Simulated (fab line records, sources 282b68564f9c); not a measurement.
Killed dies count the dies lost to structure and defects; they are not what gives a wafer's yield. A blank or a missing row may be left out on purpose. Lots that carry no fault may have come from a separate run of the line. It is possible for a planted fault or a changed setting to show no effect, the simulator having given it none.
What tool caused it?	flow rit cmos	7 lots with 21 wafers sampled at 4 steps, on a route of 202 steps

## WHAT THE GAUGES SHOWED, per wafer
RIT_SDANNEAL_RS_MEAS_04: measurement is done with a four-point probe.
lot	measured	on	PSD_RS (ohm/sq)
L225	day 3 09:22	film metro-03	115.81 115.60 115.23
L227	day 3 19:11	film metro-03	115.81 115.60 115.48
L229	day 4 06:32	film metro-03	115.90 115.85 116.25
L231	day 4 15:05	film metro-02	115.87 116.04 116.05
L233	day 5 03:43	film metro-02	115.96 115.89 115.89
L235	day 5 19:36	film metro-03	107.53 107.64 107.49
L241	day 7 05:51	film metro-01	116.35 116.04 116.08

## WHICH TOOL RAN EACH LOT (tool, then ch and the chambers of the sampled wafers, then the start)
lot	RIT_NRETRO_STRIP_09	RIT_NLDD_STRIP_09	RIT_PSD_IMPLANT_08
L225	plasma asher-04 ch 1, day 2 11:34	plasma asher-01 ch 0,1, day 3 01:42	implanter-01 ch 0, day 3 08:34
L227	plasma asher-02 ch 0,1, day 2 21:40	plasma asher-01 ch 0,1, day 3 10:14	implanter-03 ch 0, day 3 18:22
L229	plasma asher-02 ch 0,1, day 3 09:18	plasma asher-02 ch 0,1, day 3 22:15	implanter-03 ch 0, day 4 05:44
L231	plasma asher-03 ch 0,1, day 3 18:38	plasma asher-01 ch 0,1, day 4 07:30	implanter-01 ch 0, day 4 14:16
L233	plasma asher-04 ch 0,1, day 4 06:11	plasma asher-02 ch 0,1, day 4 20:10	implanter-01 ch 0, day 5 02:54
L235	plasma asher-02 ch 0,1, day 4 14:07	plasma asher-01 ch 0,1, day 5 11:06	implanter-04 ch 0, day 5 18:23
L241	plasma asher-03 ch 0,1, day 6 04:59	plasma asher-02 ch 0,1, day 6 22:26	implanter-04 ch 0, day 7 05:02
- RIT_NRETRO_STRIP_09: strips in O2, time 180 s.
- RIT_NLDD_STRIP_09: strips in O2, time 180 s.
- RIT_PSD_IMPLANT_08

## THE ANSWER, worked out from the rows above alone
Rule: the lots themselves supply what counts as usual. The widest of any qualifying gaps counts: lots, ordered by their means at a reading, are off when they make up no more than a third of the lots, leave a main group of 4 or more, and stand apart from it by 3 or more times the standard deviation of that group's means. A main group is skipped when, at the precision printed for the reading in the tables above, its means are all equal. Also off: a lot with no number at a reading for which 4 or more lots have one. The other lots that the step has rows for count as sound.
Off: L235, seen at RIT_SDANNEAL_RS_MEAS_04 (PSD_RS). Mean 115.87 ohm/sq and standard deviation 0.21 in the main group.
If a tool, at a process step before that reading, ran all the lots that are off and no sound lot after the first of them, it fits. Gauges at RIT_SDANNEAL_RS_MEAS_04: tried the same way as those tools. Can't be told from this: 3 tools fit, plasma asher-02 at RIT_NRETRO_STRIP_09, plasma asher-01 at RIT_NLDD_STRIP_09, film metro-03 at RIT_SDANNEAL_RS_MEAS_04.

## WHAT HAD BEEN PUT IN BY THE SIMULATOR
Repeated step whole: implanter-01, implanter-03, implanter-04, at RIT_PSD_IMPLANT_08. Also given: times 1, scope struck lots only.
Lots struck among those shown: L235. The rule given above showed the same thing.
